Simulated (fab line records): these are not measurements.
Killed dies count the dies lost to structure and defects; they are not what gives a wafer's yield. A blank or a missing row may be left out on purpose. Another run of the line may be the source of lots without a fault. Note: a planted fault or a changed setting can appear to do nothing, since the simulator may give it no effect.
What tool caused it? + flow berkeleyCmos170 + 14 lots with 42 wafers sampled at 5 steps, on a route of 331 steps

## WHAT EACH GAUGE READ, for each wafer
UCB170_START_BOW_MEAS_00.
| lot  | measured    | on           | INCOMING_BOW (um) |
|------|-------------|--------------|-------------------|
| L766 | day 1 10:02 | filmMetro-02 | 3 1 2             |
| L767 | day 1 15:00 | filmMetro-04 | 3 -3 -18          |
| L768 | day 1 20:00 | filmMetro-04 | 5 1 4             |
| L769 | day 2 01:01 | filmMetro-02 | 6 6 -1            |
| L771 | day 2 11:00 | filmMetro-01 | 2 -3 -3           |
| L774 | day 3 02:00 | filmMetro-01 | 9 -5 10           |
| L778 | day 3 22:02 | filmMetro-02 | -5 -12 -3         |
| L780 | day 4 08:01 | filmMetro-04 | 4 9 -1            |
| L783 | day 4 23:02 | filmMetro-01 | -1 -6 3           |
| L784 | day 5 04:00 | filmMetro-01 | -10 -7 14         |
| L786 | day 5 14:02 | filmMetro-04 | 2 8 -8            |
| L787 | day 5 19:02 | filmMetro-01 | -5 -10 0          |
| L788 | day 6 00:02 | filmMetro-04 | -4 7 0            |
| L789 | day 6 05:00 | filmMetro-01 | -7 -13 7          |

UCB170_NWELL_THK_MEAS_02.
| lot  | measured    | on           | NWELL_OXIDE_THK (nm) |
|------|-------------|--------------|----------------------|
| L766 | day 1 22:11 | filmMetro-04 | 25.6 24.9 25.3       |
| L767 | day 2 05:01 | filmMetro-03 | 26.2 26.4 26.6       |
| L768 | day 2 09:07 | filmMetro-04 | 25.7 25.9 25.8       |
| L769 | day 2 17:44 | filmMetro-01 | 26.1 26.0 25.8       |
| L771 | day 2 20:39 | filmMetro-01 | 25.9 25.7 25.3       |
| L774 | day 3 13:51 | filmMetro-03 | 26.2 26.5 26.4       |
| L778 | day 4 06:41 | filmMetro-01 | 26.6 26.2 26.6       |
| L780 | day 4 19:38 | filmMetro-03 | 26.3 25.9 26.2       |
| L783 | day 5 12:53 | filmMetro-01 | 27.4 26.9 26.5       |
| L784 | day 5 12:52 | filmMetro-03 | 26.9 27.0 27.0       |
| L786 | day 6 04:45 | filmMetro-03 | 26.0 26.0 26.4       |
| L787 | day 6 08:37 | filmMetro-03 | 25.3 25.7 25.6       |
| L788 | day 6 11:56 | filmMetro-03 | 25.9 26.0 25.8       |
| L789 | day 6 21:14 | filmMetro-04 | 26.2 25.9 26.3       |

UCB170_PWELL_TW_MEAS_17.
| lot  | measured    | on           | PWELL_TW          |
|------|-------------|--------------|-------------------|
| L766 | day 2 22:16 | filmMetro-04 | 378.2 376.7 378.9 |
| L767 | day 3 05:41 | filmMetro-04 | 379.4 377.1 379.6 |
| L768 | day 3 10:11 | filmMetro-02 | 384.5 382.5 381.1 |
| L769 | day 3 18:54 | filmMetro-02 | 382.6 381.6 381.6 |
| L771 | day 3 23:25 | filmMetro-02 | 381.7 382.9 382.7 |
| L774 | day 4 17:41 | filmMetro-04 | 377.2 375.7 378.2 |
| L778 | day 5 06:47 | filmMetro-03 | 378.9 382.2 382.2 |
| L780 | day 5 20:58 | filmMetro-03 | 381.1 380.7 379.5 |
| L783 | day 6 13:22 | filmMetro-02 | 382.1 383.7 386.8 |
| L784 | day 6 13:39 | filmMetro-02 | 382.5 385.8 384.6 |
| L786 | day 7 10:56 | filmMetro-02 | 384.1 385.7 383.0 |
| L787 | day 7 11:08 | filmMetro-03 | 382.2 382.8 379.2 |
| L788 | day 7 11:23 | filmMetro-02 | 385.1 386.2 383.3 |
| L789 | day 7 19:38 | filmMetro-04 | 378.8 376.8 375.1 |

UCB170_GATE_THK_MEAS_05.
| lot  | measured     | on           | GATE_POLY_THK (nm) |
|------|--------------|--------------|--------------------|
| L766 | day 5 20:18  | filmMetro-03 | 216.7 216.5 216.5  |
| L767 | day 6 05:28  | filmMetro-03 | 213.9 212.7 211.8  |
| L768 | day 6 12:13  | filmMetro-02 | 212.1 212.8 212.0  |
| L769 | day 6 20:31  | filmMetro-01 | 215.5 214.0 214.9  |
| L771 | day 6 22:11  | filmMetro-02 | 431.6 432.2 428.4  |
| L774 | day 7 14:16  | filmMetro-03 | 428.3 426.5 425.2  |
| L778 | day 8 03:10  | filmMetro-01 | 216.4 215.5 216.0  |
| L780 | day 9 02:29  | filmMetro-02 | 214.9 214.9 215.4  |
| L783 | day 9 10:19  | filmMetro-01 | 217.6 217.9 219.0  |
| L784 | day 9 10:18  | filmMetro-03 | 217.0 216.6 215.7  |
| L786 | day 10 09:42 | filmMetro-01 | 217.2 216.7 216.7  |
| L787 | day 10 09:42 | filmMetro-02 | 217.0 217.8 216.0  |
| L788 | day 10 09:46 | filmMetro-03 | 214.1 212.8 212.7  |
| L789 | day 10 19:16 | filmMetro-01 | 217.8 218.5 218.5  |

## EACH LOT AND THE TOOL THAT RAN IT (in order: tool; ch and the chambers of the sampled wafers; start)
| lot  | UCB170_GATE_CVD_04          |
|------|-----------------------------|
| L766 | lpcvd-01 ch 1, day 5 18:53  |
| L767 | lpcvd-02 ch 1, day 6 04:04  |
| L768 | lpcvd-02 ch 1, day 6 10:49  |
| L769 | lpcvd-01 ch 0, day 6 19:06  |
| L771 | lpcvd-01 ch 1, day 6 19:06  |
| L774 | lpcvd-01 ch 1, day 7 09:40  |
| L778 | lpcvd-02 ch 1, day 8 01:45  |
| L780 | lpcvd-02 ch 0, day 9 01:05  |
| L783 | lpcvd-01 ch 0, day 9 08:54  |
| L784 | lpcvd-01 ch 0, day 9 08:54  |
| L786 | lpcvd-01 ch 0, day 10 08:17 |
| L787 | lpcvd-01 ch 0, day 10 08:17 |
| L788 | lpcvd-01 ch 0, day 10 08:17 |
| L789 | lpcvd-02 ch 1, day 10 17:52 |
- UCB170_GATE_CVD_04: deposits poly-Si from SiH4, time 1440 s, target thk 214 nm.

## WHAT THE TOOLS THEMSELVES READ (means of the sampled wafers that have a number; where no wafer has one, the mark that the record gives instead)
UCB170_GATE_CVD_04.
| lot  | tool     | spikeTcCentreC (C) | spikeTcSourceC (C) |
|------|----------|--------------------|--------------------|
| L766 | lpcvd-01 | 611.2              | 630.5              |
| L767 | lpcvd-02 | 611.6              | 632.8              |
| L768 | lpcvd-02 | 610.5              | 632.4              |
| L769 | lpcvd-01 | 614.2              | 630.1              |
| L771 | lpcvd-01 | 610.9              | 630.4              |
| L774 | lpcvd-01 | 610.1              | 629.8              |
| L778 | lpcvd-02 | 612.1              | 632.9              |
| L780 | lpcvd-02 | 615.2              | 630.1              |
| L783 | lpcvd-01 | 612.6              | 630.7              |
| L784 | lpcvd-01 | 613.5              | 630.5              |
| L786 | lpcvd-01 | 613.9              | 630.6              |
| L787 | lpcvd-01 | 613.4              | 630.4              |
| L788 | lpcvd-01 | 612.2              | 630.9              |
| L789 | lpcvd-02 | 610.6              | 632.2              |

## THE ANSWER, worked out from the rows above alone
Rule: what is usual is taken from the lots themselves. The widest of any qualifying gaps counts: lots, ordered by their means at a reading, are off when they make up no more than a third of the lots, leave a main group of 4 or more, and stand apart from it by 3 or more times the standard deviation of that group's means. Not used: any main group whose means are identical at the precision the tables above print for the reading. Also off: a lot with no number at a reading for which 4 or more lots have one. All remaining lots with rows at the step are treated as sound. Order of review: gauges by route order, followed by the tools' own readings, for which a lot's mean as printed above is used. The first step at which some lot is off is used, and at that step the reading that is off furthest; a lot without a number counts as furthest.
Off: at UCB170_GATE_THK_MEAS_05 (GATE_POLY_THK), L771, L774. For the main group the mean is 215.6 nm and the standard deviation 1.9.
If a tool, at a process step before that reading, ran all the lots that are off and no sound lot after the first of them, it fits. The gauges at UCB170_GATE_THK_MEAS_05 are tried like those tools. No candidate that was tried fits.

## WHAT WAS PUT IN BY THE SIMULATOR
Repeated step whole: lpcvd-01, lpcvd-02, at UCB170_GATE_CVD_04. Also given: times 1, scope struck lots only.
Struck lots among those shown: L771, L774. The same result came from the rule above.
